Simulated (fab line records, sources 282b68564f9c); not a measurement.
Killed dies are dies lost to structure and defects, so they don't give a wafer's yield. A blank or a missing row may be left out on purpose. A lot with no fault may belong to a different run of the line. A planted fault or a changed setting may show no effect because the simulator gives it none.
Comparing a struck lot with a sound one :: flow rit cmos :: 17 out of 202 route steps
Sound: the wafers L980.1, L980.2, L980.3. Wafers struck: L991.1, L991.5, L991.6. At the end, the cause is stated.
Per side, at each step with rows, come the tool, then ch with its chambers, and then its first start. Under that, the readings that differ: sound wafers :: struck wafers :: difference of the means :: sigmas: that difference in standard deviations of wafers without a fault.
alike: words and numbers the same on both sides, and readings whose means are apart by under 2 such deviations; not compared: readings that were withheld, readings missing a value for some wafer, numbers with overlapping values and no deviation given by the record, and bounds like >300 which may hide the same value.
A row with sigmas, a row that says differs or no value, or rows on one side alone: a step with any of these is where the two part. Numbers that have no deviation but don't overlap get no sigmas and don't part them. Lack of a reading on every wafer of one side parts them only where that side has two or more wafers.

RIT_ACTIVE_BOW_MEAS_00:
  sound on film metro-04 at day 2 01:00; struck on film metro-02 at day 4 08:00
  alike: INCOMING_BOW
then, 1 step without rows for these wafers: RIT_ACTIVE_OXIDATION_01 (target thk 46.8 nm, ox time 3360 s).
RIT_ACTIVE_THK_MEAS_02:
  sound on film metro-01 at day 2 03:03; struck on film metro-02 at day 4 10:17
  alike: ACTIVE_OXIDE_THK
RIT_ACTIVE_CVD_03: deposits Si3N4 from SiH2Cl2/NH3, target thk 150 nm, time 1500 s.
  sound on lpcvd-02 ch 1, day 2 03:07; struck on lpcvd-02 ch 0, day 4 10:20
  no value came back on the struck wafers for nh3 flow sccm (sccm), pressure mtorr (mTorr), time s (s); on the sound wafers nh3 flow sccm (sccm) reads 150.2 149.8 149.2
then, 6 steps without rows for these wafers: RIT_ACTIVE_HMDS_05 (prime time 60 s); RIT_ACTIVE_COAT_06 (resist thk 1000 nm); RIT_ACTIVE_SOFTBAKE_07 (time 60 s); RIT_ACTIVE_EXPOSE_08 (exposes mask M1, target cd 1400 nm); RIT_ACTIVE_PEB_09; RIT_ACTIVE_DEVELOP_10 (develop time 50 s).
RIT_ACTIVE_CD_MEAS_11: target cd 1400 nm.
  sound on cd sem-01 at day 2 05:34; struck on cd sem-01 at day 4 12:52
reading: cd nm (nm)
sound: 1405.4 1405.4 1403.7
struck: 1399.4 1399.9 1401.0
difference: -4.7
sigmas: -2
then, 1 step without rows for these wafers: RIT_ACTIVE_HARDBAKE_12 (time 60 s).
RIT_ACTIVE_ETCH_13: etches Si3N4 in SF6, stops on SiO2, time 205.4 s, target depth 210 nm.
  sound on rie diel-01 ch 1,2,3, day 2 05:50; struck on rie diel-03 ch 0,1,3, day 4 13:08
  alike: chamber pressure mTorr, drypump motor current A, oes product au, throttle valve pct
  not compared: rf hours counter h, model.ACTIVE.feature depth nm, model.etch.depth nm
RIT_ACTIVE_STRIP_14: strips in O2, time 180 s.
  sound on plasma asher-01 ch 0,1, day 2 05:58; struck on plasma asher-04 ch 0,1, day 4 13:16
  alike: chamber pressure mTorr, drypump motor current A
  not compared: rf hours counter h
RIT_ACTIVE_CD_MEAS_90: target cd 1400 nm.
  sound on cd sem-01 at day 2 06:08; struck on cd sem-02 at day 4 13:27
reading: cd nm (nm)
sound: 1405.1 1405.7 1403.5
struck: - - -
difference: no value on the struck wafers
sigmas: 
then, 1 step without rows for these wafers: RIT_ACTIVE_CLEAN_15 (cleans in SC1, time 600 s).
-- the record jumps here: 3 days lie between the struck wafers' starts before and after (it left off in module ACTIVE and takes up again in module M1, whose first step shown is number 202 of the route) --
RIT_M1_PROBE_99:
  rows exist in the record for the struck wafers here (prober-01, day 7 06:11), but not for the sound ones

WHERE THEY PART
Earliest at RIT_ACTIVE_CVD_03; latest, in this record, at RIT_M1_PROBE_99.

WHY: what the simulator had put in
Entire step skipped (lpcvd-02, RIT_ACTIVE_CVD_03), from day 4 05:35 onward. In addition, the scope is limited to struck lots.
